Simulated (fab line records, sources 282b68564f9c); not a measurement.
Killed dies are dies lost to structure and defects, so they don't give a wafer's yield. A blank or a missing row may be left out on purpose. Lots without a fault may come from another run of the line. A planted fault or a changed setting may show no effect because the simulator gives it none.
fab line records | flow rit_cmos
record lots=14 wafers=42 last_day=7
route steps=202 shown GATE@92 CONTACT@179 M1@193
lots that met no fault: from a run of the same line without faults
start_h: hours from the record's first day to the start of the lot's first wafer shown | wait_h: hours since the lot's step before | " the same as in the row above | L1.1+2: a row that stands for several wafers | - no value, or no start given | * or withheld: withheld | < > ~ a bound
route shown NAME@n: a module of which the file shows steps, and the number in the route of the first | usual: mean/standard deviation of fault-free wafers | same: alike in all rows | chamber/n: place in a boat | sites: the reading at each site | _std_site: their standard deviation | _edge_site: outer sites' mean less inner sites' | radius_mm: how far each site lies from the wafer's centre | mask NAME#n: copy n | behind: the tool/chamber that last shaped the wafer | hold: why the lot was held/for how many hours/how that ended | device: the transistor (n, p or np) that didn't switch | end of line: the same wafers' tests at the end of the route | a step without rows: its recipe alone | killed: dies lost to structure and defects at the first sort, not the wafer's yield | map: a wafer's dies, x killed, . not, _ none there
set.NAME: the setting as run; set.NAME@STEP: as run at that earlier step | model.NAME: the simulator's own value behind a step, which no gauge read
steps of the route over a sample of lots; a table a step, a row a wafer
services: from which hour (start_h, from the record's first day; less than 0 if before it) a tool's chamber was out of use, for how many hours, and why
## steps
# step RIT_GATE_CD_MEAS_16
# recipe target_cd_nm=150
# usual cd_nm=149.9/2.2
# columns lot.wafer tool chamber start_h wait_h cd_nm
L314.3 cd_sem-02 - 35.68 - 145.9
L314.4 " - " " 147.6
L314.6 " - " " 148.3
L315.4 cd_sem-02 - 42.05 - 144.2
L315.5 " - " " 146.9
L315.6 " - " " 145.5
L318.1 cd_sem-02 - 57.25 - 146.6
L318.4 " - " " 150.9
L318.6 " - " " 148.3
L319.2 cd_sem-01 - 61.23 - 148.8
L319.4 " - " " 149.9
L319.5 " - " " 146.4
L320.1 cd_sem-01 - 65.98 - 150.2
L320.2 " - " " 148.0
L320.6 " - " " 149.7
L321.2 cd_sem-01 - 71.81 - 152.4
L321.4 " - " " 153.3
L321.5 " - " " 153.2
L322.3 cd_sem-01 - 77.32 - 148.6
L322.5 " - " " 149.7
L322.6 " - " " 148.4
L324.2 cd_sem-01 - 86.68 - 150.7
L324.5 " - " " 147.2
L324.6 " - " " 150.0
L327.2 cd_sem-02 - 102.10 - 149.9
L327.3 " - " " 151.8
L327.6 " - " " 150.9
L331.2 cd_sem-02 - 121.08 - 149.5
L331.5 " - " " 148.4
L331.6 " - " " 146.8
L332.3 cd_sem-02 - 126.80 - 154.4
L332.5 " - " " 154.4
L332.6 " - " " 155.3
L333.1 cd_sem-02 - 131.38 - 149.0
L333.4 " - " " 148.2
L333.6 " - " " 149.3
L335.2 cd_sem-01 - 141.59 - 147.3
L335.3 " - " " 148.6
L335.6 " - " " 149.7
L336.1 cd_sem-01 - 146.63 - 150.6
L336.3 " - " " 150.3
L336.4 " - " " 147.9
# step RIT_CONTACT_ETCH_11
# recipe target_depth_a=4800 over_etch_frac=0.2 stop_on=TiSi2 chemistry=CHF3/CF4/Ar target=SiO2 CHF3_flow_sccm=50 cf4_flow_sccm=10 Ar_flow_sccm=100 O2_flow_sccm=5 pressure_mtorr=100 rf_w=200 time_s=320
# usual drypump_motor_current_A=5.9/0.45 oes_product_au=0.985/0.016 throttle_valve_pct=8.82/0.1
# columns lot.wafer tool chamber start_h wait_h drypump_motor_current_A oes_product_au rf_hours_counter_h throttle_valve_pct
L314.3 rie_diel-04 3 51.31 0.1 6.1 0.990 135 8.79
L314.4 " 3 " " 6.1 0.989 - 8.81
L314.6 " 2 " " 6.6 0.984 - 8.72
L315.4 rie_diel-01 1 57.48 0.1 5.7 1.016 - 8.82
L315.5 " 3 " " 5.2 0.960 - 8.91
L315.6 " 0 " " 5.9 1.004 - 8.65
L318.1 rie_diel-03 0 72.31 0.1 6.1 0.972 12 8.90
L318.4 " 3 " " 6.2 0.971 - 9.01
L318.6 " 0 " " 6.1 0.969 - 8.93
L319.2 rie_diel-04 2 76.34 0.1 6.6 0.981 106 8.73
L319.4 " 1 " " 5.4 0.989 - 8.77
L319.5 " 3 " " 6.1 0.987 - 8.80
L320.1 rie_diel-01 2 81.11 0.1 5.5 1.000 7 8.76
L320.2 " 3 " " 5.1 0.962 44 8.92
L320.6 " 3 " " 5.1 0.956 - 8.91
L321.2 rie_diel-01 0 87.20 0.1 5.9 1.008 57 8.62
L321.4 " 2 " " 5.5 0.989 7 8.77
L321.5 " 1 " " 5.7 1.012 - 8.79
L322.3 rie_diel-04 1 92.93 0.1 5.4 0.983 58 8.75
L322.5 " 2 " " 6.6 0.979 - 8.73
L322.6 " 3 " " 6.1 0.995 - 8.82
L324.2 rie_diel-03 1 101.67 0.1 6.3 0.987 4 8.81
L324.5 " 2 " " 5.5 0.982 - 8.95
L324.6 " 1 " " 6.4 0.973 - 8.79
L327.2 rie_diel-01 3 117.01 0.1 5.1 0.960 45 8.90
L327.3 " 0 " " 5.9 1.003 57 8.64
L327.6 " 2 " " 5.4 0.997 - 8.77
L331.2 rie_diel-01 2 136.61 0.1 5.5 1.001 8 8.76
L331.5 " 3 " " 5.1 0.970 - 8.91
L331.6 " 0 " " 5.9 1.008 - 8.65
L332.3 rie_diel-04 2 141.89 0.1 6.6 0.987 107 8.74
L332.5 " 3 " " 6.1 0.988 - 8.80
L332.6 " 2 " " 6.6 0.986 - 8.72
L333.1 rie_diel-04 2 147.67 0.1 6.6 0.984 108 8.72
L333.4 " 2 " " 6.6 0.986 - 8.72
L333.6 " 1 " " 5.3 0.989 - 8.77
L335.2 rie_diel-03 3 156.53 0.1 6.2 0.965 140 9.01
L335.3 " 2 " " 5.5 0.986 74 8.94
L335.6 " 1 " " 6.4 0.985 - 8.80
L336.1 rie_diel-04 3 161.61 0.1 6.1 1.009 138 8.79
L336.3 " 2 " " 6.6 0.985 108 8.73
L336.4 " 0 " " 5.4 0.988 0 8.82
# step RIT_M1_CD_MEAS_09
# recipe target_cd_nm=2600
# usual cd_nm=2599.6/2
# columns lot.wafer tool chamber start_h wait_h cd_nm
L314.3 cd_sem-01 - 53.60 - 2602.9
L314.4 " - " " 2602.8
L314.6 " - " " 2603.7
L315.4 cd_sem-02 - 59.87 - 2597.5
L315.5 " - " " 2597.2
L315.6 " - " " 2598.2
L318.1 cd_sem-01 - 74.56 - 2602.2
L318.4 " - " " 2601.6
L318.6 " - " " 2602.8
L319.2 cd_sem-01 - 78.57 - 2600.1
L319.4 " - " " 2597.8
L319.5 " - " " 2600.7
L320.1 cd_sem-01 - 83.38 - 2601.6
L320.2 " - " " 2602.9
L320.6 " - " " 2602.3
L321.2 cd_sem-02 - 89.75 - 2601.5
L321.4 " - " " 2602.8
L321.5 " - " " 2601.8
L322.3 cd_sem-01 - 95.22 - 2598.5
L322.5 " - " " 2599.7
L322.6 " - " " 2596.4
L324.2 cd_sem-02 - 103.99 - 2598.1
L324.5 " - " " 2598.3
L324.6 " - " " 2597.9
L327.2 cd_sem-02 - 119.22 - 2598.5
L327.3 " - " " 2599.8
L327.6 " - " " 2599.0
L331.2 cd_sem-02 - 138.95 - 2600.4
L331.5 " - " " 2598.1
L331.6 " - " " 2599.4
L332.3 cd_sem-01 - 144.46 - 2603.9
L332.5 " - " " 2601.2
L332.6 " - " " 2602.5
L333.1 cd_sem-02 - 149.99 - 2598.8
L333.4 " - " " 2598.2
L333.6 " - " " 2597.4
L335.2 cd_sem-01 - 158.90 - 2599.3
L335.3 " - " " 2598.7
L335.6 " - " " 2598.4
L336.1 cd_sem-01 - 163.84 - 2602.9
L336.3 " - " " 2600.4
L336.4 " - " " 2600.5
# step RIT_M1_PROBE_99
# usual killed_at_M0_to_M3=0.0/0.14 killed_at_contacts=0.1/0.36 killed_at_front_end=7/3.4 killed_dies=7/3.4 killed_open=3.3/2 killed_short=3.8/2.4
# same gross_dies=264 killed_at_M4_up=0 killed_at_back_side=0 killed_at_other=0
# columns lot.wafer tool chamber start_h wait_h killed_at_M0_to_M3 killed_at_contacts killed_at_front_end killed_dies killed_open killed_short
L327.2 prober-01 - 121.91 0.1 0 32 11 43 6 5
L327.3 prober-01 - 121.96 0.2 0 0 4 4 1 3
L327.6 prober-01 - 122.11 0.2 0 0 14 14 7 7
L331.2 prober-01 - 141.64 0.1 0 0 6 6 4 2
L331.5 prober-01 - 141.79 0.2 0 33 1 34 1 0
L331.6 prober-01 - 141.84 0.2 0 0 5 5 1 4
L333.1 prober-01 - 153.44 0.1 0 0 11 11 6 5
L333.4 prober-01 - 153.59 0.2 0 0 8 8 2 6
L333.6 prober-01 - 153.69 0.2 0 0 6 6 2 4
# killed by level:class
L327.2 CONTACT:unspecified=32 GATE:geometric_particle:short=3 GATE:geometric_particle:open=3 SPACER:geometric_particle:short=2 FOX1:geometric_particle:open=1 FOX2:geometric_particle:open=1 SPACER:geometric_particle:open=1
L327.3 GATE:geometric_particle:short=2 GATE:geometric_particle:open=1 SILICIDE:geometric_particle:short=1
L327.6 SPACER:geometric_particle:short=4 GATE:geometric_particle:open=3 REOX:geometric_particle:open=2 SPACER:geometric_particle:open=2 GATE:geometric_particle:short=1 REOX:geometric_particle:short=1 SILICIDE:geometric_particle:short=1
L331.2 GATE:geometric_particle:open=2 FOX1:geometric_particle:open=1 GATE:geometric_particle:short=1 SILICIDE:geometric_particle:short=1 SILICIDE:geometric_particle:open=1
L331.5 CONTACT:unspecified=33 FOX1:geometric_particle:open=1
L331.6 SILICIDE:geometric_particle:short=2 FOX1:geometric_particle:short=1 GATE:geometric_particle:short=1 REOX:geometric_particle:open=1
L333.1 GATE:geometric_particle:short=3 GATE:geometric_particle:open=3 FOX1:geometric_particle:open=2 FOX1:geometric_particle:short=1 SILICIDE:geometric_particle:short=1 SILICIDE:geometric_particle:open=1
L333.4 GATE:geometric_particle:short=4 FOX1:geometric_particle:open=2 REOX:geometric_particle:short=2
L333.6 GATE:geometric_particle:short=2 GATE:geometric_particle:open=2 REOX:geometric_particle:short=2
## services
# columns tool chamber start_h hours kind
rie_diel-04 - 27.59 2.8 pm
rie_diel-03 3 55.28 1.9 repair
rie_diel-01 2 57.08 3.8 repair
rie_diel-03 2 70.65 23.3 repair
rie_diel-04 0 112.06 - clean
rie_diel-04 0 112.06 14.5 scheduled_down
rie_diel-04 0 112.06 14.5 vent_cycle
rie_diel-04 0 139.15 9.6 repair
rie_diel-01 - 146.37 2.8 pm
rie_diel-03 2 152.15 4.2 repair
## key
first_sign step=RIT_M1_PROBE_99 reading=killed_at_contacts direction=up sigmas=32 usual=0.1 struck=32.5
effect step=RIT_M1_PROBE_99 reading=killed_dies direction=up sigmas=9.3 usual=7 struck=38
met_at RIT_CONTACT_ETCH_11
struck_lots L327,L331
struck_wafers L327.2,L331.5
tester_left_out L327,L331
not_acting_at RIT_GATE_CD_MEAS_16,RIT_M1_CD_MEAS_09
onset_between 81.11 117.01
fault kind=chamber_particle_source tool=rie_diel-01 chamber=3 onset_h=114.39 steps=RIT_CONTACT_ETCH_11 rate_per_visit_cm2=0.73581 end_h=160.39
# tester_left_out: of these lots the tester's yield and bins aren't shown, on N5 and GAA mostly nor the transistor test; their killed dies are dies lost to structure and defects alone, not to doping, threshold or leakage, so they don't give the yield
